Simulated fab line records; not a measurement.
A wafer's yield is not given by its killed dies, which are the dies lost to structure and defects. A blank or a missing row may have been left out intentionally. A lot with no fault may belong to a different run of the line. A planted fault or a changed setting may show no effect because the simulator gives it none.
Problem report in the 8D (eight disciplines) form, filled by code -- flow berkeleyCmos170 -- the parts of the form that need people (team, actions taken, sign-off) are left out

1. WHAT WENT WRONG
Mean of spinSpeedRpm at UCB170_M2_COAT_09: 2810.5 rpm across 6 wafers in 2 lots; on wafers with no fault it is 3000.4 rpm (standard deviation 2.2). That puts it -86 standard deviations away from the usual mean.
The first sign was on wafer L475.1 at day 12 07:08, on lithoTrack-02. At this step, 42 wafers from 14 lots have a number in the record. Rule for "out" (also "out of limits"): further than 4 standard deviations from the usual mean. All remaining wafers that have a number are taken as sound.

2. WHAT IT IS, AND WHAT IT ISN'T
question,is,is not
which readings at this step,spinSpeedRpm,dispensePressureKPa
which lots,"L475, L476","L457, L459, L460, L461, L462, L463, L464, L466, L467, L478, L479, L480"
which wafers of those lots,all that have a number,-
read on which tools,lithoTrack-02,"lithoTrack-01, lithoTrack-04"
when,from day 12 07:08,"up to then (27 sound wafers); but 9 sound wafers of L478, L479, L480 came after"

3. THE SUSPECTS, EACH WITH WHAT RULES IT OUT
Counting: a tool stays on the suspect list if, at a process step up to the reading, it processed all lots that are out and no sound lot following the first of them.
- lithoTrack-02 at UCB170_M2_COAT_09: kept. All lots that are out passed through it, beginning with L475 at day 12 07:08, and no sound lot followed; its final sound lot before that point was L467 at day 11 05:38. Its own spinSpeedRpm readings are out on those wafers.
After counting, what remains is lithoTrack-02 at UCB170_M2_COAT_09.

4. THE CAUSE (what the simulator had put in)
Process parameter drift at UCB170_M2_COAT_09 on lithoTrack-02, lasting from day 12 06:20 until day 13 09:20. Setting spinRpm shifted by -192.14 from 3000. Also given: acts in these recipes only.
The count eliminated every tool but this one.

5. THE CHAIN OF EFFECTS, in route order
Each row: a reading whose mean over the struck wafers that have a number lies more than 3 standard deviations from the usual. Readings are gone through only where the record gives a usual standard deviation; hours: the median, over the lots, of the time from a lot's start at the first step in this table giving one to that lot's start at this step; sigmas: the change measured in usual standard deviations.
hours,step,reading,usual,on struck wafers,change,sigmas
0,UCB170_M2_COAT_09,spinSpeedRpm,3000.4 rpm,2810.5,-189.9,-86
It contains these process steps:
- UCB170_M2_COAT_09

6. WHAT WOULD HAVE CAUGHT IT SOONER
In this record the first reading out of limits was taken at day 12 07:08, 1 hour after the fault began at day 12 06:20.
